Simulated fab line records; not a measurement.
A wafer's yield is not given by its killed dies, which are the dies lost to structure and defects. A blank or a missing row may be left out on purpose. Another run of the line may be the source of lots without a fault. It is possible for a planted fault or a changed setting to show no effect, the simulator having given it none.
fab line records | flow rit-cmos
record: lots: 7 wafers: 21 last-day: 7
route steps=202 shown ACTIVE@7 FOX1@20 FOX2@23 NWELL@28 PWELL@39 M1@202
lots untouched by any fault: they come from a run of this same line in which no faults occurred
start-h: hours from the record's opening day to when the first of the lot's shown wafers began | wait-h: time in hours since the lot's previous step | " identical to the entry in the row above | L1.1+2: a row that stands for several wafers | - either no value or no given start | * or withheld: withheld | < > ~ a bound
route shown NAME@n: NAME is a module with steps in the file, n the number in the route of the first one | usual: mean/standard deviation of fault-free wafers | same: alike in all rows | chamber/n: place in a boat | sites: the reading at each site | _std_site: how widely they spread, as a standard deviation | _edge_site: the outer-site mean with the inner-site mean subtracted | radius-mm: how far each site lies from the wafer's centre | mask NAME#n: copy n | behind: tool/chamber where the wafer was last shaped | hold: why the lot was held/for how many hours/how that ended | device: transistor that didn't switch, given as n, p or np | end of line: the same wafers' tests at the end of the route | a step given without rows: its recipe and nothing more | killed: count of dies lost to structure and defects at first sort (not the wafer's yield) | map: per-die view of a wafer (x killed, . not killed, _ where there is no die)
set.NAME: setting as actually run; set.NAME@STEP: the setting as run at that earlier step | model.NAME: the simulator's own value behind a step, which no gauge read
certain route steps with their lots: each step a table, each wafer a row
services: from which hour (start-h, from the record's first day; less than 0 if before it) a tool's chamber was out of use, for how many hours, and why
== steps ==
step: RIT_ACTIVE_COAT_06
recipe: resist: NOVOLAK spin-rpm: 3250 resist-thk-nm: 1000
step: RIT_ACTIVE_SOFTBAKE_07
recipe: resist: NOVOLAK temp-c: 90 time-s: 58.26
step: RIT_ACTIVE_EXPOSE_08
recipe: mask-id: M1 na: 0.6 source-shape: conventional sigma-outer: 0.6 target-cd-nm: 1400 dose-mj: 225
step: RIT_ACTIVE_PEB_09
recipe: resist: NOVOLAK temp-c: withheld time-s: withheld
step: RIT_ACTIVE_DEVELOP_10
recipe: resist: NOVOLAK develop-time-s: 50 dev-temp-c: 23
step: RIT_ACTIVE_CD_MEAS_11
recipe: target-cd-nm: 1400
usual: cd-nm: 1399.7/2.3
columns lot.wafer tool chamber start-h wait-h cd-nm
L658.1 cd-sem-01 - 24.45 - 1398.5
L658.4 " - " " 1397.0
L658.6 " - " " 1396.1
L664.2 cd-sem-02 - 54.46 - 1401.0
L664.3 " - " " 1401.9
L664.6 " - " " 1402.5
L670.1 cd-sem-02 - 84.44 - 1405.4
L670.2 " - " " 1404.2
L670.5 " - " " 1402.7
L671.3 cd-sem-02 - 89.93 - 1400.4
L671.4 " - " " 1400.7
L671.5 " - " " 1400.5
L675.2 cd-sem-02 - 109.58 - 1401.4
L675.4 " - " " 1403.1
L675.5 " - " " 1402.4
L676.1 cd-sem-02 - 114.44 - 1397.3
L676.4 " - " " 1395.5
L676.6 " - " " 1395.6
L677.2 cd-sem-02 - 119.58 - 1400.1
L677.3 " - " " 1400.3
L677.6 " - " " 1400.0
step: RIT_ACTIVE_HARDBAKE_12
recipe: resist: NOVOLAK temp-c: 140 time-s: 60
step: RIT_ACTIVE_ETCH_13
recipe: stop-on: SiO2 chemistry: SF6 target: Si3N4 time-s: 210 over-etch-frac: 0.4 SF6_flow_sccm: 200 pressure-mtorr: 260 rf-w: 125 target-depth-a: 2100
usual: drypump-motor-current-A: 5.7/0.46 oes-product-au: 0.825/0.014 throttle-valve-pct: 7.46/0.089
columns lot.wafer tool chamber start-h wait-h drypump-motor-current-A oes-product-au rf-hours-counter-h throttle-valve-pct
L658.1 rie-diel-03 3 24.72 0.1 6.5 0.806 35 7.36
L658.4 " 2 " " 6.1 0.825 55 7.60
L658.6 " 2 " " 6.0 0.825 - 7.61
L664.2 rie-diel-04 1 54.71 0.1 5.7 0.831 157 7.37
L664.3 " 3 " " 5.8 0.832 126 7.37
L664.6 " 0 " " 6.1 0.821 - 7.41
L670.1 rie-diel-02 2 84.71 0.1 5.3 0.849 56 7.47
L670.2 " 0 " " 5.9 0.818 102 7.32
L670.5 " 1 " " 5.9 0.838 - 7.49
L671.3 rie-diel-02 2 90.35 0.1 5.3 0.854 56 7.47
L671.4 " 3 " " 4.8 0.843 96 7.56
L671.5 " 3 " " 4.8 0.841 - 7.56
L675.2 rie-diel-04 3 109.83 0.1 5.8 0.822 127 7.37
L675.4 " 2 " " 5.4 0.811 - 7.50
L675.5 " 3 " " 5.8 0.830 - 7.37
L676.1 rie-diel-02 1 114.83 0.1 5.9 0.823 34 7.49
L676.4 " 2 " " 5.3 0.854 56 7.48
L676.6 " 1 " " 5.9 0.831 - 7.51
L677.2 rie-diel-02 1 119.83 0.1 5.9 0.828 34 7.53
L677.3 " 0 " " 5.9 0.808 102 7.33
L677.6 " 0 " " 5.9 0.808 - 7.34
step: RIT_ACTIVE_STRIP_14
recipe: chemistry: O2 time-s: 180 resist: NOVOLAK platen-temp-c: withheld power-w: 500 pressure-mtorr: 4000 o2-flow-sccm: 4000
usual: drypump-motor-current-A: 5.5/0.31 o2-flow-sccm: 3999/12
columns lot.wafer tool chamber start-h wait-h drypump-motor-current-A o2-flow-sccm rf-hours-counter-h
L658.1 plasma-asher-01 0 24.85 0.1 4.8 4012 23
L658.4 " 1 " " 5.8 4002 -
L658.6 " 1 " " 5.9 4020 -
L664.2 plasma-asher-02 1 54.84 0.1 5.7 3986 42
L664.3 " 0 " " 5.3 3989 -
L664.6 " 1 " " 5.7 4017 -
L670.1 plasma-asher-04 0 84.84 0.1 5.8 3993 46
L670.2 " 1 " " 5.5 4012 46
L670.5 " 0 " " 5.8 3990 -
L671.3 plasma-asher-01 1 90.55 0.1 5.9 3996 -
L671.4 " 0 " " 4.8 3998 -
L671.5 " 1 " " 5.9 4011 -
L675.2 plasma-asher-02 1 109.97 0.1 5.8 3999 48
L675.4 " 0 " " 5.3 3982 -
L675.5 " 1 " " 5.7 3994 -
L676.1 plasma-asher-02 1 114.97 0.1 5.7 3998 48
L676.4 " 0 " " 5.3 4009 -
L676.6 " 0 " " 5.3 4022 -
L677.2 plasma-asher-01 0 119.97 0.1 4.8 3999 32
L677.3 " 1 " " 5.9 4001 -
L677.6 " 1 " " 5.9 4007 -
step: RIT_ACTIVE_CD_MEAS_90
recipe: target-cd-nm: 1400
usual: cd-nm: 1399.7/2.4
columns lot.wafer tool chamber start-h wait-h cd-nm
L658.1 cd-sem-02 - 25.03 0.1 1398.3
L658.4 " - " " 1396.9
L658.6 " - " " 1395.8
L664.2 cd-sem-01 - 55.04 0.1 1401.6
L664.3 " - " " 1401.8
L664.6 " - " " 1402.6
L670.1 cd-sem-01 - 85.02 0.1 1405.4
L670.2 " - " " 1404.2
L670.5 " - " " 1402.7
L671.3 cd-sem-02 - 90.70 0.1 1400.3
L671.4 " - " " 1400.2
L671.5 " - " " 1399.7
L675.2 cd-sem-01 - 110.16 0.1 1401.4
L675.4 " - " " 1402.9
L675.5 " - " " 1401.9
L676.1 cd-sem-02 - 115.14 0.1 1397.6
L676.4 " - " " 1395.4
L676.6 " - " " 1395.6
L677.2 cd-sem-01 - 120.16 0.1 1400.5
L677.3 " - " " 1400.5
L677.6 " - " " 1400.2
step: RIT_ACTIVE_CLEAN_15
recipe: chemistry: SC1 mix: 3:3:50 time-s: 600 temp-c: 75
step: RIT_ACTIVE_CLEAN_16
recipe: chemistry: dHF dilution: 50:1 time-s: 30
step: RIT_ACTIVE_CLEAN_17
recipe: chemistry: SC2 mix: 3:3:50 time-s: 600 temp-c: 75 dry: n2-spin
columns lot.wafer tool chamber start-h wait-h
L658.1+4+6 wet-bench-02 3 25.35 0.0
L664.2+3+6 wet-bench-01 2 55.33 0.0
L670.1+2+5 wet-bench-04 0 85.35 0.0
L671.3+4+5 wet-bench-01 1 91.15 0.0
L675.2+4+5 wet-bench-01 2 110.47 0.0
L676.1+4+6 wet-bench-01 3 115.45 0.0
L677.2+3+6 wet-bench-01 3 120.45 0.0
step: RIT_FOX1_OXIDATION_00
recipe: temp-c: 1100 ambient: H2O target-thk-a: 3507 p-h2o-torr: 720 ox-time-s: 1130
step: RIT_FOX1_THK_MEAS_01
recipe: reads: SiO2_of_FOX1_OXIDATION_00
usual: FOX1_OXIDE_THK: 347/5.7
columns lot.wafer tool chamber start-h wait-h FOX1_OXIDE_THK[nm]
L658.1 film-metro-01 - 27.05 0.0 342
L658.4 " - " " 346
L658.6 " - " " 345
L664.2 film-metro-04 - 58.44 0.0 358
L664.3 " - " " 361
L664.6 " - " " 355
L670.1 film-metro-04 - 86.93 0.0 347
L670.2 " - " " 345
L670.5 " - " " 342
L671.3 film-metro-01 - 92.71 0.1 356
L671.4 " - " " 350
L671.5 " - " " 358
L675.2 film-metro-04 - 111.97 0.0 342
L675.4 " - " " 337
L675.5 " - " " 342
L676.1 film-metro-02 - 116.94 0.0 349
L676.4 " - " " 348
L676.6 " - " " 350
L677.2 film-metro-04 - 121.95 0.0 353
L677.3 " - " " 351
L677.6 " - " " 354
step: RIT_FOX1_WET_ETCH_02
recipe: chemistry: BOE target-depth-nm: 350 time-s: 390 temp-c: 21.5 dry: n2-spin dilution: 10:1 target: SiO2
step: RIT_FOX2_OXIDATION_00
recipe: temp-c: 1097 ambient: H2O target-thk-a: 3507 p-h2o-torr: 720 ox-time-s: 1130
step: RIT_FOX2_THK_MEAS_01
recipe: reads: SiO2_of_FOX2_OXIDATION_00
usual: FOX2_OXIDE_THK: 342/6
columns lot.wafer tool chamber start-h wait-h FOX2_OXIDE_THK[nm]
L658.1 film-metro-03 - 30.07 0.0 348
L658.4 " - " " 347
L658.6 " - " " 346
L664.2 film-metro-03 - 59.93 0.0 334
L664.3 " - " " 332
L664.6 " - " " 334
L670.1 film-metro-02 - 88.42 0.0 341
L670.2 " - " " 349
L670.5 " - " " 349
L671.3 film-metro-04 - 94.21 0.0 345
L671.4 " - " " 343
L671.5 " - " " 346
L675.2 film-metro-03 - 113.71 0.0 348
L675.4 " - " " 345
L675.5 " - " " 351
L676.1 film-metro-04 - 118.43 0.0 346
L676.4 " - " " 342
L676.6 " - " " 342
L677.2 film-metro-04 - 124.26 0.0 348
L677.3 " - " " 350
L677.6 " - " " 351
step: RIT_FOX2_CLEAN_02
recipe: chemistry: dHF dilution: 50:1 time-s: 180
step: RIT_FOX2_WET_ETCH_03
recipe: chemistry: H3PO4 target: Si3N4 target-depth-nm: 195 temp-c: 165 time-s: 2700
step: RIT_FOX2_THK_MEAS_90
recipe: reads: SiO2_of_FOX2_OXIDATION_00
usual: FIELD_OXIDE_LEFT_1_THK: 315/6
columns lot.wafer tool chamber start-h wait-h FIELD_OXIDE_LEFT_1_THK[nm]
L658.1 film-metro-04 - 31.02 0.0 320
L658.4 " - " " 319
L658.6 " - " " 319
L664.2 film-metro-03 - 60.80 0.0 307
L664.3 " - " " 304
L664.6 " - " " 306
L670.1 film-metro-04 - 89.36 0.0 314
L670.2 " - " " 323
L670.5 " - " " 322
L671.3 film-metro-03 - 95.85 0.0 317
L671.4 " - " " 316
L671.5 " - " " 319
L675.2 film-metro-02 - 114.66 0.0 321
L675.4 " - " " 318
L675.5 " - " " 324
L676.1 film-metro-03 - 119.31 0.0 319
L676.4 " - " " 315
L676.6 " - " " 315
L677.2 film-metro-04 - 125.13 0.0 320
L677.3 " - " " 322
L677.6 " - " " 323
step: RIT_NWELL_HMDS_00
recipe: prime-time-s: 60 prime-temp-c: 140
step: RIT_NWELL_COAT_01
recipe: resist: NOVOLAK spin-rpm: 2000 resist-thk-nm: 1300
step: RIT_NWELL_SOFTBAKE_02
recipe: resist: NOVOLAK temp-c: 90 time-s: 58.1
step: RIT_NWELL_EXPOSE_03
recipe: mask-id: M2 na: 0.57 target-cd-nm: 43900 dose-mj: 250
step: RIT_NWELL_PEB_04
recipe: resist: NOVOLAK temp-c: withheld time-s: withheld
step: RIT_NWELL_DEVELOP_05
recipe: resist: NOVOLAK develop-time-s: 68 dev-temp-c: 23
step: RIT_NWELL_OVL_MEAS_06
usual: NWELL_OVL: -0.4/1.4
columns lot.wafer tool chamber start-h wait-h NWELL_OVL[nm]
L658.1 overlay-02 - 31.96 - 0.1
L658.4 " - " " -1.3
L658.6 " - " " 0.3
L664.2 overlay-01 - 61.74 - 0.5
L664.3 " - " " -1.1
L664.6 " - " " -2.6
L670.1 overlay-01 - 90.47 - 0.0
L670.2 " - " " 0.3
L670.5 " - " " -0.5
L671.3 overlay-01 - 96.78 - 0.1
L671.4 " - " " -0.4
L671.5 " - " " 1.3
L675.2 overlay-01 - 115.65 - -0.9
L675.4 " - " " 0.5
L675.5 " - " " 0.9
L676.1 overlay-02 - 120.35 - 1.5
L676.4 " - " " -0.6
L676.6 " - " " 0.8
L677.2 overlay-02 - 126.07 - 1.7
L677.3 " - " " -0.8
L677.6 " - " " -0.5
step: RIT_NWELL_HARDBAKE_07
recipe: resist: NOVOLAK temp-c: 140 time-s: 120
step: RIT_NWELL_IMPLANT_08
recipe: species: P energy-kev: 170 dose-cm2: 5e+13 tilt-deg: 7
step: RIT_NWELL_STRIP_09
recipe: chemistry: O2 time-s: 180 resist: NOVOLAK platen-temp-c: withheld power-w: 500 pressure-mtorr: 4000 o2-flow-sccm: 4000
usual: drypump-motor-current-A: 5.4/0.38 o2-flow-sccm: 4000/10
columns lot.wafer tool chamber start-h wait-h drypump-motor-current-A o2-flow-sccm rf-hours-counter-h
L658.1 plasma-asher-02 0 32.40 0.1 5.3 4005 39
L658.4 " 0 " " 5.3 4007 -
L658.6 " 1 " " 5.7 3995 -
L664.2 plasma-asher-02 1 62.17 0.1 5.8 3995 42
L664.3 " 0 " " 5.3 3994 -
L664.6 " 1 " " 5.7 4014 -
L670.1 plasma-asher-02 1 90.90 0.1 5.8 4005 46
L670.2 " 0 " " 5.3 3991 46
L670.5 " 1 " " 5.7 4018 -
L671.3 plasma-asher-01 1 97.39 0.1 5.9 4018 -
L671.4 " 0 " " 4.8 4003 -
L671.5 " 0 " " 4.8 3981 -
L675.2 plasma-asher-03 1 116.08 0.1 5.7 3999 49
L675.4 " 1 " " 5.8 4001 -
L675.5 " 0 " " 4.8 3999 -
L676.1 plasma-asher-03 0 120.79 0.1 4.8 4004 49
L676.4 " 0 " " 4.8 3993 -
L676.6 " 0 " " 4.8 4008 -
L677.2 plasma-asher-02 0 126.56 0.1 5.3 4002 50
L677.3 " 0 " " 5.3 3984 -
L677.6 " 0 " " 5.3 4000 -
step: RIT_NWELL_TW_MEAS_10
usual: NWELL_TW: 2135/17
columns lot.wafer tool chamber start-h wait-h NWELL_TW
L658.1 film-metro-03 - 32.57 0.1 2119
L658.4 " - " " 2129
L658.6 " - " " 2107
L664.2 film-metro-03 - 62.35 0.1 2110
L664.3 " - " " 2107
L664.6 " - " " 2106
L670.1 film-metro-04 - 91.08 0.1 2131
L670.2 " - " " 2127
L670.5 " - " " 2141
L671.3 film-metro-03 - 97.53 0.1 2106
L671.4 " - " " 2113
L671.5 " - " " 2106
L675.2 film-metro-04 - 116.26 0.1 2125
L675.4 " - " " 2131
L675.5 " - " " 2123
L676.1 film-metro-04 - 120.96 0.1 2132
L676.4 " - " " 2136
L676.6 " - " " 2112
L677.2 film-metro-01 - 126.74 0.1 2150
L677.3 " - " " 2136
L677.6 " - " " 2149
step: RIT_PWELL_HMDS_00
recipe: prime-time-s: 60 prime-temp-c: 140
step: RIT_PWELL_COAT_01
recipe: resist: NOVOLAK spin-rpm: 2000 resist-thk-nm: 1300
step: RIT_PWELL_SOFTBAKE_02
recipe: resist: NOVOLAK temp-c: 90 time-s: 60
step: RIT_PWELL_EXPOSE_03
recipe: mask-id: M3 na: 0.57 target-cd-nm: 43700 dose-mj: 250
step: RIT_PWELL_PEB_04
recipe: resist: NOVOLAK temp-c: withheld time-s: withheld
step: RIT_PWELL_DEVELOP_05
recipe: resist: NOVOLAK develop-time-s: 68 dev-temp-c: 23
step: RIT_PWELL_OVL_MEAS_06
usual: PWELL_OVL: 0.1/1.5
columns lot.wafer tool chamber start-h wait-h PWELL_OVL[nm]
L658.1 overlay-01 - 33.64 - 1.5
L658.4 " - " " 0.1
L658.6 " - " " 2.4
L664.2 overlay-01 - 63.29 - -2.0
L664.3 " - " " -1.6
L664.6 " - " " -0.4
L670.1 overlay-02 - 92.14 - 0.9
L670.2 " - " " 0.8
L670.5 " - " " 0.6
L671.3 overlay-01 - 98.46 - 4.1
L671.4 " - " " 2.2
L671.5 " - " " 1.3
L675.2 overlay-01 - 117.32 - 0.7
L675.4 " - " " 0.5
L675.5 " - " " 1.2
L676.1 overlay-01 - 122.03 - -0.8
L676.4 " - " " 0.4
L676.6 " - " " -0.8
L677.2 overlay-02 - 127.68 - -1.0
L677.3 " - " " -0.8
L677.6 " - " " -0.5
step: RIT_PWELL_HARDBAKE_07
recipe: resist: NOVOLAK temp-c: 140 time-s: 120
step: RIT_PWELL_IMPLANT_08
recipe: species: B energy-kev: 168.6 dose-cm2: 7e+13 tilt-deg: 7
step: RIT_PWELL_STRIP_09
recipe: chemistry: O2 time-s: 180 resist: NOVOLAK platen-temp-c: withheld power-w: 500 pressure-mtorr: 4000 o2-flow-sccm: 4000
usual: drypump-motor-current-A: 5.5/0.36 o2-flow-sccm: 3999/10
columns lot.wafer tool chamber start-h wait-h drypump-motor-current-A o2-flow-sccm rf-hours-counter-h
L658.1 plasma-asher-02 1 34.07 0.1 5.7 3992 39
L658.4 " 0 " " 5.3 4001 -
L658.6 " 1 " " 5.7 3989 -
L664.2 plasma-asher-02 0 63.72 0.1 5.3 4020 43
L664.3 " 0 " " 5.3 4001 -
L664.6 " 1 " " 5.7 4001 -
L670.1 plasma-asher-03 0 92.58 0.1 4.8 3998 46
L670.2 " 1 " " 5.7 4018 46
L670.5 " 0 " " 4.8 3994 -
L671.3 plasma-asher-02 1 98.94 0.1 5.7 4008 -
L671.4 " 0 " " 5.3 3989 -
L671.5 " 1 " " 5.7 4003 -
L675.2 plasma-asher-04 1 117.75 0.1 5.5 4004 0
L675.4 " 0 " " 5.8 3986 -
L675.5 " 1 " " 5.5 3997 -
L676.1 plasma-asher-04 1 122.46 0.1 5.5 4014 1
L676.4 " 1 " " 5.5 4009 -
L676.6 " 0 " " 5.8 4006 -
L677.2 plasma-asher-03 1 128.11 0.1 5.7 3995 50
L677.3 " 0 " " 4.8 3989 -
L677.6 " 0 " " 4.8 3988 -
step: RIT_M1_PROBE_99
usual: killed_at_M0_to_M3: 0.0/0.12 killed-at-front-end: 7/3.2 killed-dies: 7/3.2 killed-on-rim: 1.8/1.3 killed-open: 3.6/2.1 killed-short: 3.5/2.1
same: gross-dies: 264 killed_at_M4_up: 0 killed-at-back-side: 0 killed-at-contacts: 0 killed-at-other: 0
columns lot.wafer tool chamber start-h wait-h killed_at_M0_to_M3 killed-at-front-end killed-dies killed-on-rim killed-open killed-short
L658.1 prober-01 - 73.67 0.1 0 11 11 3 9 2
L658.4 prober-01 - 73.82 0.2 1 2 3 1 0 3
L658.6 prober-01 - 73.92 0.2 0 12 12 3 5 6
L664.2 prober-02 - 99.59 0.1 0 12 12 4 3 9
L664.3 prober-02 - 99.64 0.2 0 11 11 2 8 3
L664.6 prober-02 - 99.79 0.2 0 7 7 2 4 3
L670.1 prober-02 - 129.70 0.1 0 7 7 2 4 3
L670.2 prober-02 - 129.75 0.1 0 7 7 2 4 3
L670.5 prober-02 - 129.90 0.2 0 5 5 1 3 2
L671.3 prober-01 - 132.92 0.2 0 7 7 3 4 3
L671.4 prober-01 - 132.97 0.2 0 7 7 0 2 5
L671.5 prober-01 - 133.02 0.2 0 10 10 0 4 6
L675.2 prober-01 - 154.94 0.1 0 25 25 11 5 1
L675.4 prober-01 - 155.04 0.2 0 23 23 11 2 4
L675.5 prober-01 - 155.09 0.2 0 27 27 11 4 2
L676.1 prober-02 - 156.39 0.1 0 34 34 6 1 4
L676.4 prober-02 - 156.54 0.2 0 27 27 6 1 1
L676.6 prober-02 - 156.64 0.2 0 32 32 8 1 4
L677.2 prober-01 - 162.17 0.1 0 39 39 8 2 5
L677.3 prober-01 - 162.22 0.2 0 41 41 8 4 4
L677.6 prober-01 - 162.37 0.2 0 37 37 10 4 3
killed by level:class
L658.1 REOX:geometric-particle:open=3 FOX1:geometric-particle:open=2 GATE:geometric-particle:open=2 FOX2:geometric-particle:open=1 GATE:geometric-particle:short=1 SPACER:geometric-particle:short=1 SILICIDE:geometric-particle:open=1
L658.4 GATE:geometric-particle:short=1 SPACER:geometric-particle:short=1 M1:geometric-particle:short=1
L658.6 GATE:geometric-particle:short=3 GATE:geometric-particle:open=3 REOX:geometric-particle:open=2 SILICIDE:geometric-particle:short=2 FOX2:geometric-particle:short=1 PLDD:coat-microbubble-printed=1
L664.2 SILICIDE:geometric-particle:short=4 REOX:geometric-particle:short=2 FOX1:geometric-particle:short=1 GATE:geometric-particle:open=1 GATE:geometric-particle:short=1 REOX:geometric-particle:open=1 SPACER:geometric-particle:short=1 SILICIDE:geometric-particle:open=1
L664.3 REOX:geometric-particle:open=3 SPACER:geometric-particle:open=3 GATE:geometric-particle:short=1 GATE:geometric-particle:open=1 SPACER:geometric-particle:short=1 SILICIDE:geometric-particle:short=1 SILICIDE:geometric-particle:open=1
L664.6 SPACER:geometric-particle:short=3 GATE:geometric-particle:open=1 REOX:geometric-particle:open=1 SPACER:geometric-particle:open=1 SILICIDE:geometric-particle:open=1
L670.1 REOX:geometric-particle:open=3 REOX:geometric-particle:short=2 GATE:geometric-particle:short=1 SILICIDE:geometric-particle:open=1
L670.2 GATE:geometric-particle:open=3 SILICIDE:geometric-particle:short=2 FOX2:geometric-particle:open=1 FOX2:geometric-particle:short=1
L670.5 GATE:geometric-particle:open=2 GATE:geometric-particle:short=1 REOX:geometric-particle:short=1 SILICIDE:geometric-particle:open=1
L671.3 GATE:geometric-particle:short=3 GATE:geometric-particle:open=3 SILICIDE:geometric-particle:open=1
L671.4 GATE:geometric-particle:short=5 FOX1:geometric-particle:open=2
L671.5 GATE:geometric-particle:short=4 GATE:geometric-particle:open=2 FOX2:geometric-particle:open=1 REOX:geometric-particle:open=1 REOX:geometric-particle:short=1 SPACER:geometric-particle:short=1
L675.2 ACTIVE:unspecified=19 FOX1:geometric-particle:open=2 FOX2:geometric-particle:open=1 FOX2:geometric-particle:short=1 GATE:geometric-particle:open=1 SPACER:geometric-particle:open=1
L675.4 ACTIVE:unspecified=17 FOX1:geometric-particle:open=1 FOX1:geometric-particle:short=1 FOX2:geometric-particle:short=1 REOX:geometric-particle:short=1 SILICIDE:geometric-particle:open=1 SILICIDE:geometric-particle:short=1
L675.5 ACTIVE:unspecified=21 FOX1:geometric-particle:open=2 FOX1:geometric-particle:short=1 GATE:geometric-particle:short=1 SPACER:geometric-particle:open=1 SILICIDE:geometric-particle:open=1
L676.1 ACTIVE:unspecified=29 GATE:geometric-particle:short=2 REOX:geometric-particle:short=2 GATE:geometric-particle:open=1
L676.4 ACTIVE:unspecified=25 FOX1:geometric-particle:short=1 SILICIDE:geometric-particle:open=1
L676.6 ACTIVE:unspecified=26 GATE:geometric-particle:short=2 REOX:geometric-particle:short=1 SPACER:geometric-particle:open=1 SILICIDE:geometric-particle:short=1 GATE:coat-microbubble-printed=1
L677.2 ACTIVE:unspecified=32 FOX1:geometric-particle:short=3 GATE:geometric-particle:short=1 GATE:geometric-particle:open=1 SILICIDE:geometric-particle:open=1 SILICIDE:geometric-particle:short=1
L677.3 ACTIVE:unspecified=33 GATE:geometric-particle:open=4 SILICIDE:geometric-particle:short=2 GATE:geometric-particle:short=1 SPACER:geometric-particle:short=1
L677.6 ACTIVE:unspecified=30 GATE:geometric-particle:short=2 FOX1:geometric-particle:open=1 GATE:geometric-particle:open=1 REOX:geometric-particle:open=1 SPACER:geometric-particle:short=1 SILICIDE:geometric-particle:open=1
map L675.5 (x killed, . not)
________......._______
_____.............____
____...........x.x.___
___.................__
__......x............_
__..................x_
_...x.................
_.....................
_.....................
_..................x..
__...............xxxx_
__..............xxxxx_
___......x.....xxxxx__
____...........xxxx___
_____...........xx____
________......._______
map L676.1 (x killed, . not)
________......._______
_____.............____
____...............___
___............xxxxx__
__.............xxxxx._
__........x..xxxxxxxx_
_..............xxxxxxx
_............x...xxx..
_.....x...............
_..............x......
__.......x......x...._
__..................._
___.................__
____...............___
_____.............____
________......._______
== services ==
columns tool chamber start-h hours kind
plasma-asher-03 - 6.39 0.4 repair
plasma-asher-03 - 9.13 2.8 pm
rie-diel-03 - 25.17 2.8 pm
rie-diel-02 - 40.32 0.2 repair
plasma-asher-04 - 54.47 2.2 repair
rie-diel-03 0 64.49 8.8 repair
rie-diel-02 2 65.04 6.8 repair
plasma-asher-01 - 70.32 15.6 pm
rie-diel-03 1 70.39 5.8 repair
rie-diel-02 2 76.23 7.0 repair
rie-diel-03 3 98.50 4.9 repair
rie-diel-04 1 105.26 - clean
rie-diel-04 1 105.26 22.6 scheduled-down
rie-diel-04 1 105.26 22.6 vent-cycle
plasma-asher-04 - 108.75 9.0 pm
plasma-asher-04 0 108.75 9.0 vent-cycle
plasma-asher-04 1 108.75 9.0 vent-cycle
rie-diel-04 3 112.37 7.4 repair
wet-bench-04 - 114.28 4.6 repair
plasma-asher-04 0 117.75 - clean
plasma-asher-04 1 117.75 - clean
plasma-asher-02 - 122.05 2.1 repair
rie-diel-04 0 127.86 - clean
rie-diel-04 0 127.86 17.1 scheduled-down
== key ==
first-sign: step: RIT_M1_PROBE_99 reading: killed-at-front-end direction: up sigmas: 7.8 usual: 7 struck: 32
effect: step: RIT_M1_PROBE_99 reading: killed-dies direction: up sigmas: 7.7 usual: 7 struck: 32
met-at RIT_ACTIVE_CLEAN_17
struck-wafers L675.2,L675.4,L675.5,L676.1,L676.4,L676.6,L677.2,L677.3,L677.6
tester-left-out L675,L676,L677
onset-between 91.15 110.47
also-fits time
fault: kind: chamber-particle-source tool: wet-bench-01 chamber: - onset-h: 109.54 steps: RIT_ACTIVE_CLEAN_17 rate-per-visit-cm2: 0.69953 end-h: 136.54
tester-left-out: of these lots the tester's yield and bins aren't shown, on N5 and GAA mostly nor the transistor test; their killed dies are dies lost to structure and defects alone, not to doping, threshold or leakage, so they don't give the yield
